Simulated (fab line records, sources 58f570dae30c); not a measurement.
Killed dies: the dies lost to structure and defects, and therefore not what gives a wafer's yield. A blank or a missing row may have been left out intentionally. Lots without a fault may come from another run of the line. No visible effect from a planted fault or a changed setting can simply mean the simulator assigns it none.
Which tool did it? / flow berkeley_cmos170 / 14 lots with 42 wafers sampled at 4 steps, on a route of 331 steps

## WHAT THE GAUGES SHOWED, per wafer
UCB170_SDANNEAL_RS_MEAS_02: the measuring method here is four-point-probe.
lot=L838; measured=day 8 22:44; on=film_metro-04; PSD_RS (ohm/sq)=75.2 75.6 75.6
lot=L839; measured=day 8 22:52; on=film_metro-03; PSD_RS (ohm/sq)=75.2 75.2 75.5
lot=L840; measured=day 9 15:36; on=film_metro-04; PSD_RS (ohm/sq)=75.9 75.6 75.8
lot=L845; measured=day 10 09:02; on=film_metro-04; PSD_RS (ohm/sq)=75.5 75.3 75.7
lot=L841; measured=day 10 09:16; on=film_metro-01; PSD_RS (ohm/sq)=74.9 75.2 75.3
lot=L844; measured=day 10 09:25; on=film_metro-03; PSD_RS (ohm/sq)=75.3 75.0 75.4
lot=L843; measured=day 10 09:44; on=film_metro-04; PSD_RS (ohm/sq)=75.8 76.0 76.2
lot=L851; measured=day 11 09:24; on=film_metro-04; PSD_RS (ohm/sq)=75.7 75.6 75.8
lot=L849; measured=day 11 10:08; on=film_metro-03; PSD_RS (ohm/sq)=83.6 83.6 83.3 83.6 83.6 83.6
lot=L848; measured=day 11 10:27; on=film_metro-01; PSD_RS (ohm/sq)=83.9 83.7 83.7 83.9 83.7 83.8
lot=L853; measured=day 11 19:36; on=film_metro-03; PSD_RS (ohm/sq)=75.6 75.5 75.4
lot=L858; measured=day 12 16:15; on=film_metro-04; PSD_RS (ohm/sq)=75.6 75.9 75.8
lot=L857; measured=day 12 16:43; on=film_metro-04; PSD_RS (ohm/sq)=75.3 75.6 75.5
lot=L859; measured=day 13 11:50; on=film_metro-03; PSD_RS (ohm/sq)=75.5 75.7 75.2

UCB170_SDANNEAL_RS_MEAS_03: the measuring method here is four-point-probe.
lot=L838; measured=day 8 22:52; on=film_metro-04; NSD_RS (ohm/sq)=37.18 37.32 37.29
lot=L839; measured=day 8 22:59; on=film_metro-03; NSD_RS (ohm/sq)=37.32 37.21 37.27
lot=L840; measured=day 9 15:43; on=film_metro-04; NSD_RS (ohm/sq)=37.28 37.33 37.43
lot=L845; measured=day 10 09:09; on=film_metro-04; NSD_RS (ohm/sq)=37.39 37.29 37.32
lot=L841; measured=day 10 09:23; on=film_metro-01; NSD_RS (ohm/sq)=37.13 37.19 37.24
lot=L844; measured=day 10 09:32; on=film_metro-03; NSD_RS (ohm/sq)=37.23 37.19 37.07
lot=L843; measured=day 10 09:51; on=film_metro-04; NSD_RS (ohm/sq)=37.31 37.27 37.28
lot=L851; measured=day 11 09:31; on=film_metro-04; NSD_RS (ohm/sq)=37.17 37.20 37.25
lot=L849; measured=day 11 13:47; on=film_metro-03; NSD_RS (ohm/sq)=38.43 38.50 38.38 38.47 38.54 38.44
lot=L848; measured=day 11 21:28; on=film_metro-01; NSD_RS (ohm/sq)=38.33 38.39 38.36 38.27 38.32 38.30
lot=L853; measured=day 11 19:43; on=film_metro-03; NSD_RS (ohm/sq)=37.30 37.19 37.25
lot=L858; measured=day 12 16:22; on=film_metro-04; NSD_RS (ohm/sq)=37.27 37.30 37.22
lot=L857; measured=day 12 16:50; on=film_metro-04; NSD_RS (ohm/sq)=37.42 37.40 37.37
lot=L859; measured=day 13 11:57; on=film_metro-03; NSD_RS (ohm/sq)=37.21 37.23 37.21

UCB170_SDANNEAL_RS_MEAS_04: the measuring method here is four-point-probe.
lot=L838; measured=day 8 22:59; on=film_metro-04; PLDD_RS (ohm/sq)=1030.9 1032.3 1033.3
lot=L839; measured=day 8 23:06; on=film_metro-03; PLDD_RS (ohm/sq)=1025.9 1029.0 1031.0
lot=L840; measured=day 9 15:50; on=film_metro-04; PLDD_RS (ohm/sq)=1036.3 1036.6 1037.5
lot=L845; measured=day 10 09:16; on=film_metro-04; PLDD_RS (ohm/sq)=1033.2 1034.2 1032.2
lot=L841; measured=day 10 09:30; on=film_metro-01; PLDD_RS (ohm/sq)=1032.8 1030.5 1033.7
lot=L844; measured=day 10 09:40; on=film_metro-03; PLDD_RS (ohm/sq)=1036.2 1033.7 1038.6
lot=L843; measured=day 10 09:58; on=film_metro-04; PLDD_RS (ohm/sq)=1032.0 1035.1 1032.5
lot=L851; measured=day 11 09:38; on=film_metro-04; PLDD_RS (ohm/sq)=1028.1 1030.0 1029.3
lot=L849; measured=day 11 15:21; on=film_metro-03; PLDD_RS (ohm/sq)=1043.1 1044.0 1046.0 1043.5 1044.9 1046.5
lot=L848; measured=day 11 23:28; on=film_metro-01; PLDD_RS (ohm/sq)=1038.6 1040.1 1041.8 1040.6 1039.8 1040.1
lot=L853; measured=day 11 19:50; on=film_metro-03; PLDD_RS (ohm/sq)=1034.2 1033.7 1031.1
lot=L858; measured=day 12 16:29; on=film_metro-04; PLDD_RS (ohm/sq)=1030.2 1026.3 1028.7
lot=L857; measured=day 12 16:57; on=film_metro-04; PLDD_RS (ohm/sq)=1029.6 1037.3 1033.4
lot=L859; measured=day 13 12:04; on=film_metro-03; PLDD_RS (ohm/sq)=1030.9 1030.5 1030.8

## WHAT TOOL EACH LOT RAN ON (gives the tool, then ch and the chambers of the sampled wafers, and finally the start)
lot=L838; UCB170_SDANNEAL_RTA_01=rtp_anneal-01 ch 0, day 8 22:40
lot=L839; UCB170_SDANNEAL_RTA_01=rtp_anneal-01 ch 0, day 8 22:48
lot=L840; UCB170_SDANNEAL_RTA_01=rtp_anneal-02 ch 0, day 9 15:32
lot=L845; UCB170_SDANNEAL_RTA_01=rtp_anneal-02 ch 0, day 10 08:58
lot=L841; UCB170_SDANNEAL_RTA_01=rtp_anneal-01 ch 0, day 10 09:08
lot=L844; UCB170_SDANNEAL_RTA_01=rtp_anneal-02 ch 0, day 10 09:20
lot=L843; UCB170_SDANNEAL_RTA_01=rtp_anneal-02 ch 0, day 10 09:34
lot=L851; UCB170_SDANNEAL_RTA_01=rtp_anneal-02 ch 0, day 11 09:20
lot=L849; UCB170_SDANNEAL_RTA_01=rtp_anneal-02 ch 0, day 11 10:04
lot=L848; UCB170_SDANNEAL_RTA_01=rtp_anneal-02 ch 0, day 11 10:23
lot=L853; UCB170_SDANNEAL_RTA_01=rtp_anneal-01 ch 0, day 11 19:32
lot=L858; UCB170_SDANNEAL_RTA_01=rtp_anneal-01 ch 0, day 12 16:11
lot=L857; UCB170_SDANNEAL_RTA_01=rtp_anneal-01 ch 0, day 12 16:31
lot=L859; UCB170_SDANNEAL_RTA_01=rtp_anneal-01 ch 0, day 13 11:46
- UCB170_SDANNEAL_RTA_01: time 5 s.

## WHAT THE TOOLS THEMSELVES READ (means of the sampled wafers that have a number; where no wafer has one, the mark that the record gives instead)
UCB170_SDANNEAL_RTA_01.
lot=L838; tool=rtp_anneal-01; lamp_power_pct (%)=39.6; wafer_temp_C_max=1053.4
lot=L839; tool=rtp_anneal-01; lamp_power_pct (%)=39.6; wafer_temp_C_max=1053.1
lot=L840; tool=rtp_anneal-02; lamp_power_pct (%)=34.6; wafer_temp_C_max=1054.5
lot=L845; tool=rtp_anneal-02; lamp_power_pct (%)=34.6; wafer_temp_C_max=1054.1
lot=L841; tool=rtp_anneal-01; lamp_power_pct (%)=39.6; wafer_temp_C_max=1053.9
lot=L844; tool=rtp_anneal-02; lamp_power_pct (%)=34.6; wafer_temp_C_max=1053.7
lot=L843; tool=rtp_anneal-02; lamp_power_pct (%)=34.5; wafer_temp_C_max=1054.3
lot=L851; tool=rtp_anneal-02; lamp_power_pct (%)=34.5; wafer_temp_C_max=1054.3
lot=L849; tool=rtp_anneal-02; lamp_power_pct (%)=34.6; wafer_temp_C_max=1055.1
lot=L848; tool=rtp_anneal-02; lamp_power_pct (%)=34.5; wafer_temp_C_max=1053.7
lot=L853; tool=rtp_anneal-01; lamp_power_pct (%)=39.5; wafer_temp_C_max=1053.4
lot=L858; tool=rtp_anneal-01; lamp_power_pct (%)=39.6; wafer_temp_C_max=1053.7
lot=L857; tool=rtp_anneal-01; lamp_power_pct (%)=39.6; wafer_temp_C_max=1054.1
lot=L859; tool=rtp_anneal-01; lamp_power_pct (%)=39.6; wafer_temp_C_max=1053.1

## THE ANSWER, worked out from the rows above alone
Rule: the lots themselves supply what counts as usual. The widest of any qualifying gaps counts: lots, ordered by their means at a reading, are off when they make up no more than a third of the lots, leave a main group of 4 or more, and stand apart from it by 3 or more times the standard deviation of that group's means. If all means in a main group match to the digits the tables above print for the reading, that group is not used. A lot without any number at a reading at which 4 lots or more have one is off too. Any other lot the step has rows for is counted as sound. After the gauges, taken in route order, come the tools' own readings; for these a lot's mean is taken, as printed above. At the first step where some lot is off, the reading lying furthest off is the one used; lots without a number count as furthest.
Off: L849, L848, at UCB170_SDANNEAL_RS_MEAS_02 (PSD_RS). Main group: mean 75.5 ohm/sq, sd 0.24.
A tool fits if, at a process step before that reading, it ran every lot that is off, and no sound lot after the first of them. Those tools and the gauges at UCB170_SDANNEAL_RS_MEAS_02 are tried in the same way. One fits: rtp_anneal-02 at UCB170_SDANNEAL_RTA_01. Its last sound lot is L851 (day 11 09:20), its first lot that is off L849 (day 11 10:04): a fault that began between those two fits.

## WHAT THE SIMULATOR HAD PUT IN
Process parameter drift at UCB170_SDANNEAL_RTA_01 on rtp_anneal-02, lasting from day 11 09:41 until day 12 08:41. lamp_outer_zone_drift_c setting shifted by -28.
Shown lots that were struck: L849, L848. This agrees with what the rule above found.
